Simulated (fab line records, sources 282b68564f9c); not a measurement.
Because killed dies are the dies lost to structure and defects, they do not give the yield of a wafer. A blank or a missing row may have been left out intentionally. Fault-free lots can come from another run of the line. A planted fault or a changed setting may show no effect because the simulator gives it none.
Which tool is to blame? | flow rit cmos | 11 lots, 33 wafers sampled, at 2 steps of a route of 202

## WHAT EACH GAUGE READ, for each wafer
RIT_GATE_THK_MEAS_09. Usual: GATE_POLY_THK 249.1 nm, standard deviation 2.2.
lot  | measured    | on            | GATE_POLY_THK (nm) | flag
L164 | day 2 19:02 | film metro-02 | 248.3 250.4 251.1  |
L165 | day 3 00:08 | film metro-04 | 249.8 250.3 248.9  |
L166 | day 3 08:03 | film metro-04 | 247.3 247.5 247.6  |
L167 | day 3 11:17 | film metro-04 | 251.2 252.6 249.3  |
L168 | day 3 19:38 | film metro-04 | 248.9 246.9 249.0  |
L169 | day 4 02:17 | film metro-02 | 250.5 249.8 250.1  |
L174 | day 5 00:20 | film metro-04 | 305.6 304.4 307.6  | OFF
L175 | day 5 02:59 | film metro-04 | 307.4 306.4 307.3  | OFF
L177 | day 5 13:13 | film metro-03 | 248.1 249.0 247.8  |
L180 | day 5 23:26 | film metro-03 | 247.5 246.7 249.2  |
L183 | day 6 14:51 | film metro-04 | 246.7 247.5 247.6  |

## TOOL THAT RAN EACH LOT (tool first, then ch and the chambers of the sampled wafers, then the start)
lot  | RIT_GATE_CVD_08
L164 | lpcvd-02 ch 1, day 2 16:37
L165 | lpcvd-01 ch 0, day 2 22:30
L166 | lpcvd-01 ch 1, day 3 06:26
L167 | lpcvd-01 ch 1, day 3 09:38
L168 | lpcvd-01 ch 1, day 3 18:00
L169 | lpcvd-02 ch 0, day 4 00:39
L174 | lpcvd-01 ch 1, day 4 22:42
L175 | lpcvd-01 ch 0, day 5 01:22
L177 | lpcvd-02 ch 1, day 5 11:35
L180 | lpcvd-02 ch 0, day 5 21:47
L183 | lpcvd-02 ch 0, day 6 11:13
- RIT_GATE_CVD_08: deposits poly-Si from SiH4, target thk 250 nm, time 2220 s.

## WHAT THE TOOLS THEMSELVES READ (means of the sampled wafers that have a number; where no wafer has one, the mark that the record gives instead)
RIT_GATE_CVD_08. Usual: pressure mtorr at 300.2 mTorr, with a standard deviation of 0.63.
lot  | tool     | pressure mtorr (mTorr) | flag
L164 | lpcvd-02 | 300.9                  |
L165 | lpcvd-01 | 300.1                  |
L166 | lpcvd-01 | 300.1                  |
L167 | lpcvd-01 | 300.0                  |
L168 | lpcvd-01 | 300.2                  |
L169 | lpcvd-02 | 299.8                  |
L174 | lpcvd-01 | 451.2                  | OFF
L175 | lpcvd-01 | 450.0                  | OFF
L177 | lpcvd-02 | 299.6                  |
L180 | lpcvd-02 | 300.0                  |
L183 | lpcvd-02 | 300.2                  |

## THE ANSWER, worked out from the rows above alone
Rule: a lot is off if the mean of its wafers that have a number lies more than 3 standard deviations from the usual mean. Also off: a lot with no number at a reading for which 4 or more lots have one. Any other lot the step has rows for is counted as sound. After the gauges, taken in route order, come the tools' own readings; for these a lot's mean is taken, as printed above. At the first step where some lot is off, the reading lying furthest off is the one used; lots without a number count as furthest.
Off: at RIT_GATE_THK_MEAS_09 (GATE_POLY_THK), L174, L175.
If a tool, at a process step before that reading, ran all the lots that are off and no sound lot after the first of them, it fits. The gauges at RIT_GATE_THK_MEAS_09 aren't tried: what is off there is off at RIT_GATE_CVD_08 too, on other tools, and a gauge's error can't cause that. One fits: RIT_GATE_CVD_08 on lpcvd-01. Its last sound lot is L168 (day 3 18:00), its first lot that is off L174 (day 4 22:42): a fault that began between those two fits.
The tool's own readings at RIT_GATE_CVD_08 bear it out: on the lots that are off they differ by more than 5 times the standard deviation of the sound lots' means. pressure mtorr reads 450.6 mTorr there against 300.1 mTorr on the sound lots.

## WHAT THE SIMULATOR PUT IN
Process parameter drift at RIT_GATE_CVD_08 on lpcvd-01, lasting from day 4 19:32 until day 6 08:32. Setting pressure mtorr shifted by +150 from 300. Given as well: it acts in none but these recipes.
Lots struck among those shown: L174, L175. Same finding as the rule above.
